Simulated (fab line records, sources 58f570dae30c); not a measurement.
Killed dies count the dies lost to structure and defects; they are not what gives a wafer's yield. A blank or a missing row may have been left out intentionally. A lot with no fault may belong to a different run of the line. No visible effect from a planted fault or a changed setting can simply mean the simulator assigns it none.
The tool behind it: which one? | flow berkeleyCmos170 | 21 wafers from 7 lots sampled at 3 of the route's 331 steps

== WHAT THE GAUGES READ, wafer by wafer ==
UCB170_SPACER_THK_MEAS_01.
lot  | measured     | on           | SPACER_TEOS_THK (nm)
L108 | day 6 23:02  | filmMetro-04 | 374 372 381
L110 | day 7 11:44  | filmMetro-04 | 367 368 366
L114 | day 8 21:42  | filmMetro-01 | 743 748 751
L117 | day 8 22:11  | filmMetro-03 | 369 373 381
L122 | day 10 02:10 | filmMetro-03 | 371 367 373
L124 | day 10 12:46 | filmMetro-04 | 371 369 376
L128 | day 11 04:42 | filmMetro-03 | 378 376 377

== TOOL THAT RAN EACH LOT (tool first, then ch and the chambers of the sampled wafers, then the start) ==
lot  | UCB170_NVT_STRIP_08                 | UCB170_SPACER_CVD_00
L108 | plasmaAsher-02 ch 0,1, day 6 05:55  | pecvd-03 ch 1,2, day 6 22:59
L110 | plasmaAsher-02 ch 0,1, day 6 14:01  | pecvd-02 ch 0,1,2, day 7 11:41
L114 | plasmaAsher-01 ch 0,1, day 8 01:27  | pecvd-01 ch 1,2, day 8 21:17
L117 | plasmaAsher-03 ch 0,1, day 8 01:28  | pecvd-03 ch 0,1,2, day 8 22:08
L122 | plasmaAsher-03 ch 0,1, day 9 06:15  | pecvd-03 ch 0,2, day 10 02:08
L124 | plasmaAsher-02 ch 0,1, day 9 19:52  | pecvd-03 ch 0,1,2, day 10 12:43
L128 | plasmaAsher-01 ch 0,1, day 10 05:52 | pecvd-03 ch 0,1,2, day 11 04:38
- UCB170_NVT_STRIP_08: strips in O2.
- UCB170_SPACER_CVD_00: deposits SiO2 from TEOS/O2, target thk 376 nm, time 47 s.

== THE ANSWER, worked out from the rows above alone ==
Rule: what is usual is taken from the lots themselves. The widest of any qualifying gaps counts: lots, ordered by their means at a reading, are off when they make up no more than a third of the lots, leave a main group of 4 or more, and stand apart from it by 3 or more times the standard deviation of that group's means. The tables above print the reading to a certain number of digits; a main group whose means all agree to those digits is not used. Also off: a lot with no number at a reading for which 4 or more lots have one. Where the step has rows for the other lots, those lots are counted as sound.
Off: L114, at UCB170_SPACER_THK_MEAS_01 (SPACER_TEOS_THK). The main group has a mean of 373 nm with a standard deviation of 3.4.
A tool fits if, at a process step before that reading, it ran every lot that is off, and no sound lot after the first of them. The gauges at UCB170_SPACER_THK_MEAS_01 are tried like those tools. Can't be told from this: 2 tools fit, pecvd-01 at UCB170_SPACER_CVD_00, filmMetro-01 at UCB170_SPACER_THK_MEAS_01.

== WHAT THE SIMULATOR HAD INSERTED ==
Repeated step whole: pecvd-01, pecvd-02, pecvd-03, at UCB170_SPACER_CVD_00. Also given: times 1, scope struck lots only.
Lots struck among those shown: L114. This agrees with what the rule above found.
